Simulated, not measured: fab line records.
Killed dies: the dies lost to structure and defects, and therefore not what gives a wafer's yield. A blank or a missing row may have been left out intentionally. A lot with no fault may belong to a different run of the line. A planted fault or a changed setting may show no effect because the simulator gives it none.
Which tool was responsible?    flow rit_cmos    14 lots, 42 wafers sampled, at 5 steps of a route of 202

## WHAT THE GAUGES READ, wafer by wafer
RIT_ACTIVE_THK_MEAS_02. Usual: for ACTIVE_OXIDE_THK the level is 46.6 nm and the standard deviation is 0.76.
lot   measured     on             ACTIVE_OXIDE_THK (nm)  flag
L450  day 1 22:04  film_metro-02  46.5 45.7 45.1         
L451  day 2 03:04  film_metro-01  47.2 46.3 46.8         
L453  day 2 14:07  film_metro-01  46.6 47.5 47.1         
L454  day 2 18:12  film_metro-03  46.2 47.3 46.7         
L455  day 3 00:35  film_metro-03  46.7 47.7 47.4         
L456  day 3 06:47  film_metro-02  47.8 47.7 47.3         
L458  day 3 15:21  film_metro-02  47.3 47.0 47.9         
L460  day 4 03:20  film_metro-03  47.2 47.4 47.1         
L464  day 4 21:26  film_metro-03  52.2 52.7 52.6         OFF
L465  day 5 01:51  film_metro-03  52.2 51.1 52.9         OFF
L467  day 5 11:53  film_metro-01  45.4 45.7 46.2         
L468  day 5 16:53  film_metro-03  46.6 46.4 45.7         
L469  day 5 21:37  film_metro-01  46.6 46.3 47.2         
L471  day 6 07:38  film_metro-01  47.2 46.0 46.9         

RIT_NWELL_TW_MEAS_10. Usual: for NWELL_TW the level is 2122 and the standard deviation is 16.
lot   measured     on             NWELL_TW        flag
L450  day 2 08:35  film_metro-02  2113 2120 2130  
L451  day 2 13:35  film_metro-04  2119 2122 2103  
L453  day 3 00:28  film_metro-01  2138 2134 2131  
L454  day 3 05:14  film_metro-04  2109 2100 2109  
L455  day 3 14:41  film_metro-04  2105 2105 2112  
L456  day 3 17:53  film_metro-02  2113 2108 2121  
L458  day 4 02:37  film_metro-04  2111 2108 2121  
L460  day 4 12:11  film_metro-01  2146 2154 2139  
L464  day 5 07:40  film_metro-01  2131 2133 2146  
L465  day 5 11:22  film_metro-04  2087 2101 2098  
L467  day 5 21:38  film_metro-04  2098 2102 2107  
L468  day 6 01:42  film_metro-02  2139 2137 2144  
L469  day 6 07:59  film_metro-02  2134 2132 2126  
L471  day 6 17:13  film_metro-02  2149 2138 2138  

RIT_FOX2_THK_MEAS_91. Usual: for FIELD_OXIDE_LEFT_2_THK the level is 256 nm and the standard deviation is 6.5.
lot   measured     on             FIELD_OXIDE_LEFT_2_THK (nm)  flag
L450  day 2 20:45  film_metro-04  260 260 261                  
L451  day 3 01:02  film_metro-01  249 256 254                  
L453  day 3 11:34  film_metro-04  258 260 255                  
L454  day 3 17:22  film_metro-03  259 252 258                  
L455  day 4 01:23  film_metro-01  254 253 252                  
L456  day 4 05:13  film_metro-01  260 258 253                  
L458  day 4 14:41  film_metro-04  260 252 254                  
L460  day 4 23:56  film_metro-03  262 259 259                  
L464  day 5 18:58  film_metro-01  269 271 271                  
L465  day 5 22:25  film_metro-03  255 255 254                  
L467  day 6 08:40  film_metro-04  256 254 243                  
L468  day 6 12:45  film_metro-01  254 255 256                  
L469  day 6 18:37  film_metro-03  267 268 262                  
L471  day 7 05:01  film_metro-04  244 244 245                  

RIT_REOX_THK_MEAS_04. Usual: for REOX_OXIDE_THK the level is 25.3 nm and the standard deviation is 0.52.
lot   measured     on             REOX_OXIDE_THK (nm)  flag
L450  day 3 07:56  film_metro-01  24.7 24.6 24.8       
L451  day 3 14:10  film_metro-02  26.2 25.5 25.7       
L453  day 3 22:37  film_metro-04  25.4 25.4 25.5       
L454  day 4 05:53  film_metro-04  25.4 25.7 24.9       
L455  day 4 12:37  film_metro-04  25.4 24.8 25.1       
L456  day 4 14:56  film_metro-02  25.9 25.5 25.4       
L458  day 5 01:13  film_metro-02  25.7 25.3 25.8       
L460  day 5 10:04  film_metro-01  24.9 25.4 25.5       
L464  day 6 04:16  film_metro-01  25.6 25.5 25.4       
L465  day 6 08:07  film_metro-01  25.4 25.4 25.2       
L467  day 6 17:28  film_metro-04  24.2 24.1 24.2       
L468  day 6 21:12  film_metro-04  25.5 25.7 25.4       
L469  day 7 05:41  film_metro-02  26.0 26.2 26.4       
L471  day 7 16:46  film_metro-04  24.9 25.0 24.9       

## EACH LOT AND THE TOOL THAT RAN IT (in order: tool; ch and the chambers of the sampled wafers; start)
lot   RIT_ACTIVE_OXIDATION_01
L450  furnace-04 ch 0, day 1 20:07
L451  furnace-04 ch 0, day 2 01:07
L453  furnace-01 ch 0, day 2 12:11
L454  furnace-01 ch 0, day 2 16:15
L455  furnace-04 ch 0, day 2 22:38
L456  furnace-03 ch 0, day 3 04:51
L458  furnace-01 ch 0, day 3 13:25
L460  furnace-03 ch 0, day 4 01:23
L464  furnace-04 ch 0, day 4 19:29
L465  furnace-04 ch 0, day 4 23:54
L467  furnace-01 ch 0, day 5 09:58
L468  furnace-01 ch 0, day 5 14:57
L469  furnace-01 ch 0, day 5 19:41
L471  furnace-03 ch 0, day 6 05:41
- RIT_ACTIVE_OXIDATION_01: target thk 46.8 nm, ox time 3360 s.

## AS READ BY THE TOOLS THEMSELVES (means over the sampled wafers that have a number; for cases with no such wafer, the mark the record gives instead)
RIT_ACTIVE_OXIDATION_01. Usual: ox_temp_c 1000.0 C, standard deviation 0.5; ox_temp_c_max 1007.5, standard deviation 2.3.
lot   tool        ox_temp_c (C)  ox_temp_c_max  flag
L450  furnace-04  999.9          1007.3         
L451  furnace-04  999.7          1007.9         
L453  furnace-01  999.9          1008.5         
L454  furnace-01  1000.1         1008.6         
L455  furnace-04  1000.1         1007.1         
L456  furnace-03  999.4          1003.9         
L458  furnace-01  999.8          1010.0         
L460  furnace-03  1000.4         1004.7         
L464  furnace-04  1000.5         1007.9         
L465  furnace-04  999.8          1008.1         
L467  furnace-01  1000.3         1010.5         
L468  furnace-01  1000.4         1010.4         
L469  furnace-01  1000.1         1009.3         
L471  furnace-03  999.8          1003.8         

## THE ANSWER, worked out from the rows above alone
Rule: a lot counts as off when the mean over its wafers that have a number is more than 3 standard deviations away from the usual mean. A lot without any number at a reading at which 4 lots or more have one is off too. Where the step has rows for the other lots, those lots are counted as sound. First the gauges in route order, then the tools' own readings, where a lot's mean is used as printed above. The first step at which some lot is off is used, and at that step the reading that is off furthest; a lot without a number counts as furthest.
Off: at RIT_ACTIVE_THK_MEAS_02 (ACTIVE_OXIDE_THK), L464, L465.
A tool fits if, at a process step before that reading, it ran every lot that is off, and no sound lot after the first of them. Those tools and the gauges at RIT_ACTIVE_THK_MEAS_02 are tried in the same way. One candidate fits, namely furnace-04 at RIT_ACTIVE_OXIDATION_01. A fault onset in the window from L455 (day 2 22:38, its last sound lot) to L464 (day 4 19:29, its first lot off) fits.

## WHAT THE SIMULATOR PUT IN
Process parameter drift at RIT_ACTIVE_OXIDATION_01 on furnace-04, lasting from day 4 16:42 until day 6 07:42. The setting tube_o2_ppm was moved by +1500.
Shown lots that were struck: L464, L465. This agrees with what the rule above found.
